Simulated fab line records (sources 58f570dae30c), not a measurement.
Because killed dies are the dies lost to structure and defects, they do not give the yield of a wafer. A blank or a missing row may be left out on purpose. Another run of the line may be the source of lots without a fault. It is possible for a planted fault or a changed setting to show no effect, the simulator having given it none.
Split-lot study + flow berkeley cmos170 + 23 wafers read across 5 lots, on a route 331 steps long

ABOUT THE SPLIT
At UCB170_PWELL_COAT_08 (resist thk 900 nm), the setting spin rpm was moved away from the recipe's 1500 rpm on 8 of the 23 wafers read, by +3.1% to +6.7%. The other wafers ran this setting at the recipe's value.

Reading taken at the split's own step.

THE READING
KrF_of_PWELL_COAT_08.thk nm (the simulator's own value, which no gauge read), in nm, at UCB170_PWELL_COAT_08 (resist thk 900 nm). There is no usual value for it anywhere in the file. Average 901.7 nm, standard deviation 3 nm, over the 15 wafers here run with the recipe.

| wafer  | tool, chamber at the split | spin rpm as run, rpm | against the recipe | KrF_of_PWELL_COAT_08.thk nm, nm | against lot-mates on the recipe |
|--------|----------------------------|----------------------|--------------------|---------------------------------|---------------------------------|
| L074.1 | litho track-04, 0          | 1546                 | +3.1%              | 890.6                           | -14.3                           |
| L074.2 | litho track-04, 0          | 1500                 | recipe             | 904.6                           | -                               |
| L074.3 | litho track-04, 0          | 1546                 | +3.1%              | 892.4                           | -12.5                           |
| L074.4 | litho track-04, 0          | 1500                 | recipe             | 905.2                           | -                               |
| L074.6 | litho track-04, 0          | 1546                 | +3.1%              | 892.7                           | -12.2                           |
| L078.1 | litho track-04, 0          | 1601                 | +6.7%              | 873.5                           | -31.1                           |
| L078.2 | litho track-04, 0          | 1500                 | recipe             | 903.7                           | -                               |
| L078.3 | litho track-04, 0          | 1601                 | +6.7%              | 874.4                           | -30.2                           |
| L078.4 | litho track-04, 0          | 1500                 | recipe             | 904.4                           | -                               |
| L078.5 | litho track-04, 0          | 1500                 | recipe             | 905.8                           | -                               |
| L081.3 | litho track-01, 0          | 1500                 | recipe             | 900.2                           | -                               |
| L081.5 | litho track-01, 0          | 1500                 | recipe             | 900.8                           | -                               |
| L081.6 | litho track-01, 0          | 1500                 | recipe             | 898.7                           | -                               |
| L083.1 | litho track-01, 0          | 1500                 | recipe             | 899.6                           | -                               |
| L083.4 | litho track-01, 0          | 1500                 | recipe             | 899.6                           | -                               |
| L083.3 | litho track-01, 0          | 1500                 | recipe             | 897.1                           | -                               |
| L083.5 | litho track-01, 0          | 1500                 | recipe             | 897.5                           | -                               |
| L083.6 | litho track-01, 0          | 1500                 | recipe             | 899.7                           | -                               |
| L084.2 | litho track-02, 0          | 1553                 | +3.5%              | 885.8                           | -18.8                           |
| L084.3 | litho track-02, 0          | 1500                 | recipe             | 903.4                           | -                               |
| L084.4 | litho track-02, 0          | 1553                 | +3.5%              | 889.4                           | -15.1                           |
| L084.5 | litho track-02, 0          | 1500                 | recipe             | 905.7                           | -                               |
| L084.6 | litho track-02, 0          | 1553                 | +3.5%              | 888.4                           | -16.1                           |

THE FIT
A straight line over all 23 wafers: KrF_of_PWELL_COAT_08.thk nm changes by -3.96 nm for each +1% of spin rpm; r = -0.96; the points scatter about the line by 2.7 nm.
The same after taking each lot's own level away (the mean of its wafers on the recipe; 23 wafers): -4.55 nm for each +1%; r = -0.99; scatter 1.1 nm.
Per that fit: largest spin rpm move, reading shift of 31 nm.
The lots' own levels span 898.70 to 904.90 nm, that is 2.1 times the standard deviation above.
Hence the slope depends on the lot-to-lot level, as the two fits are not the same.
Check: -30.3 nm against its lot-mates is what the line predicts for one of the wafers moved furthest among these (+6.7%) when that wafer is left out of the fit. It came out at -31.1 nm against them.

OTHER SPLITS APPLIED TO THESE WAFERS
These wafers also went through other splits before the reading. Each is held against what the fit with the lots' levels taken away leaves over:
| other split on the same wafers     | wafers away from the commonest value | r with KrF_of_PWELL_COAT_08.thk nm (lot level and that fit taken away) |
|------------------------------------|--------------------------------------|------------------------------------------------------------------------|
| UCB170_START_OXIDATION_02 temp c   | 15                                   | -0.21                                                                  |
| UCB170_NWELL_OXIDATION_01 temp c   | 15                                   | -0.16                                                                  |
| UCB170_NWELL_IMPLANT_14 energy kev | 8                                    | +0.00                                                                  |

THE WHOLE CHAIN: every reading that the file lists as answering this split, in the file's order
| step                  | what it does      | reading                                                                      | change (the file's fit)              | r (the file's) |
|-----------------------|-------------------|------------------------------------------------------------------------------|--------------------------------------|----------------|
| UCB170_PWELL_COAT_08  | resist thk 900 nm | KrF_of_PWELL_COAT_08.thk nm (the simulator's own value, which no gauge read) | -4.54 nm for each +1% of the setting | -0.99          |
| UCB170_PWELL_STRIP_16 | strips in O2      | strip time to endpoint s                                                     | withheld for each +1% of the setting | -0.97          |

FILE'S OWN FIT
KrF_of_PWELL_COAT_08.thk nm changes by -4.54 nm for each +1% of spin rpm, r = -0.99.
